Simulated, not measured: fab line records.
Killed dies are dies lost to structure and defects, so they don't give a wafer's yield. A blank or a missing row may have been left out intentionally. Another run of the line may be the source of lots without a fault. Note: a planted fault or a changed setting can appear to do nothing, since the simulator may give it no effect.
What tool caused it? ; flow berkeley cmos170 ; 42 wafers from 14 lots sampled at 4 of the route's 331 steps

== WHAT EACH GAUGE READ, for each wafer ==
UCB170_START_THK_MEAS_03.
lot;measured;on;START_OXIDE_THK (nm)
L379;day 1 13:49;film metro-01;20.38 20.34 20.14
L380;day 1 20:56;film metro-01;20.54 20.44 20.60
L381;day 2 01:16;film metro-01;20.14 19.76 20.17
L382;day 2 07:00;film metro-01;20.31 20.21 20.23
L383;day 2 11:31;film metro-03;19.73 20.43 20.32
L389;day 3 19:24;film metro-02;20.18 19.88 20.14
L390;day 3 19:24;film metro-03;20.27 20.08 20.51
L392;day 4 09:19;film metro-03;20.35 20.19 20.11
L394;day 4 20:07;film metro-01;20.11 19.89 20.11
L395;day 5 05:44;film metro-01;19.77 20.08 19.71
L396;day 5 05:44;film metro-02;19.99 20.48 20.57
L398;day 5 17:01;film metro-03;19.93 20.43 20.06
L400;day 6 02:14;film metro-01;20.09 20.59 20.16
L401;day 6 03:45;film metro-01;19.82 19.93 20.03

UCB170_SPACER_THK_MEAS_01.
lot;measured;on;SPACER_TEOS_THK (nm)
L379;day 7 17:16;film metro-02;376 369 374
L380;day 7 17:16;film metro-04;381 384 384
L381;day 8 00:20;film metro-04;379 384 383
L382;day 7 23:22;film metro-03;372 382 372
L383;day 7 23:43;film metro-04;383 392 385
L389;day 10 01:40;film metro-02;358 367 359 358 367 359
L390;day 10 03:42;film metro-02;358 361 364 358 362 364
L392;day 10 01:49;film metro-03;380 370 384
L394;day 10 16:31;film metro-02;367 375 380
L395;day 11 05:44;film metro-04;367 368 370
L396;day 11 05:28;film metro-03;383 381 388
L398;day 10 15:25;film metro-03;375 369 378
L400;day 11 13:14;film metro-04;373 381 380
L401;day 11 13:26;film metro-03;377 386 391

UCB170_SILICIDE_RS_MEAS_02: measurement is done with a four-point probe.
lot;measured;on;SILICIDE_TI_RS (ohm/sq)
L379;day 8 10:08;film metro-04;26.0 26.2 25.8
L380;day 8 09:29;film metro-04;25.9 25.8 25.9
L381;day 8 13:31;film metro-04;25.6 26.0 26.0
L382;day 8 13:05;film metro-04;26.4 26.2 26.4
L383;day 8 12:37;film metro-01;26.1 26.2 25.7
L389;day 11 07:25;film metro-04;26.0 26.6 26.3
L390;day 10 18:31;film metro-02;26.5 26.0 26.2
L392;day 10 14:37;film metro-04;25.9 25.5 25.5
L394;day 11 07:42;film metro-01;26.2 26.4 25.8
L395;day 11 18:26;film metro-02;26.0 26.3 25.8
L396;day 11 18:11;film metro-04;26.5 26.5 26.7
L398;day 11 07:18;film metro-04;26.2 26.1 25.7
L400;day 11 23:37;film metro-04;26.5 26.9 26.7
L401;day 12 00:11;film metro-01;26.6 26.7 26.6

== WHAT TOOL EACH LOT RAN ON (gives the tool, then ch and the chambers of the sampled wafers, and finally the start) ==
lot;UCB170_SPACER_CVD_00
L379;pecvd-01 ch 0,1, day 7 17:13
L380;pecvd-03 ch 0,1,2, day 7 17:13
L381;pecvd-01 ch 1,2, day 8 00:16
L382;pecvd-01 ch 0,1,2, day 7 23:19
L383;pecvd-03 ch 0,2, day 7 23:40
L389;pecvd-01 ch 0,1,2, day 10 01:36
L390;pecvd-01 ch 1,2, day 10 03:38
L392;pecvd-03 ch 0,1,2, day 10 01:47
L394;pecvd-02 ch 0,1,2, day 10 16:28
L395;pecvd-02 ch 0,1,2, day 11 05:42
L396;pecvd-03 ch 1,2, day 11 05:25
L398;pecvd-02 ch 0,1, day 10 15:22
L400;pecvd-02 ch 1,2, day 11 13:12
L401;pecvd-03 ch 1,2, day 11 13:23
- UCB170_SPACER_CVD_00: deposits SiO2 from TEOS/O2, target thk 376 nm, time 47 s.

== AS READ BY THE TOOLS THEMSELVES (means over the sampled wafers that have a number; for cases with no such wafer, the mark the record gives instead) ==
UCB170_SPACER_CVD_00.
lot;tool;heater power w (W);run length s (s)
L379;pecvd-01;249;74.6
L380;pecvd-03;275;75.2
L381;pecvd-01;230;74.7
L382;pecvd-01;261;75.1
L383;pecvd-03;261;75.4
L389;pecvd-01;231;73.0
L390;pecvd-01;240;72.9
L392;pecvd-03;275;75.4
L394;pecvd-02;310;75.1
L395;pecvd-02;314;75.0
L396;pecvd-03;248;75.1
L398;pecvd-02;368;74.7
L400;pecvd-02;292;74.6
L401;pecvd-03;295;74.8

== THE ANSWER, worked out from the rows above alone ==
Rule: the usual values come from the lots themselves. The widest of any qualifying gaps counts: lots, ordered by their means at a reading, are off when they make up no more than a third of the lots, leave a main group of 4 or more, and stand apart from it by 3 or more times the standard deviation of that group's means. Not used: any main group whose means are identical at the precision the tables above print for the reading. Also off: a lot with no number at a reading for which 4 or more lots have one. The other lots that the step has rows for count as sound. The gauges are gone through in route order, then the tools' own readings, and for those a lot's mean is taken as printed above. The first step at which some lot is off is used, and at that step the reading that is off furthest; a lot without a number counts as furthest.
Off at UCB170_SPACER_CVD_00 (run length s): L389, L390. The main group has a mean of 75.0 s with a standard deviation of 0.28.
If a tool, at that step or one of the process steps before it, ran each lot that is off and ran no sound lot following the first of them, it fits. One candidate fits, namely pecvd-01 at UCB170_SPACER_CVD_00. A fault onset in the window from L381 (day 8 00:16, its last sound lot) to L389 (day 10 01:36, its first lot off) fits.
The tool's own readings at UCB170_SPACER_CVD_00 bear it out: on the lots that are off they differ by more than 5 times the standard deviation of the sound lots' means. run length s reads 73.0 s there against 75.0 s on the sound lots.

== WHAT THE SIMULATOR PUT IN ==
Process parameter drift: pecvd-01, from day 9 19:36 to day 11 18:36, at UCB170_SPACER_CVD_00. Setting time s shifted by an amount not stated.
Shown lots that were struck: L389, L390. This agrees with what the rule above found.
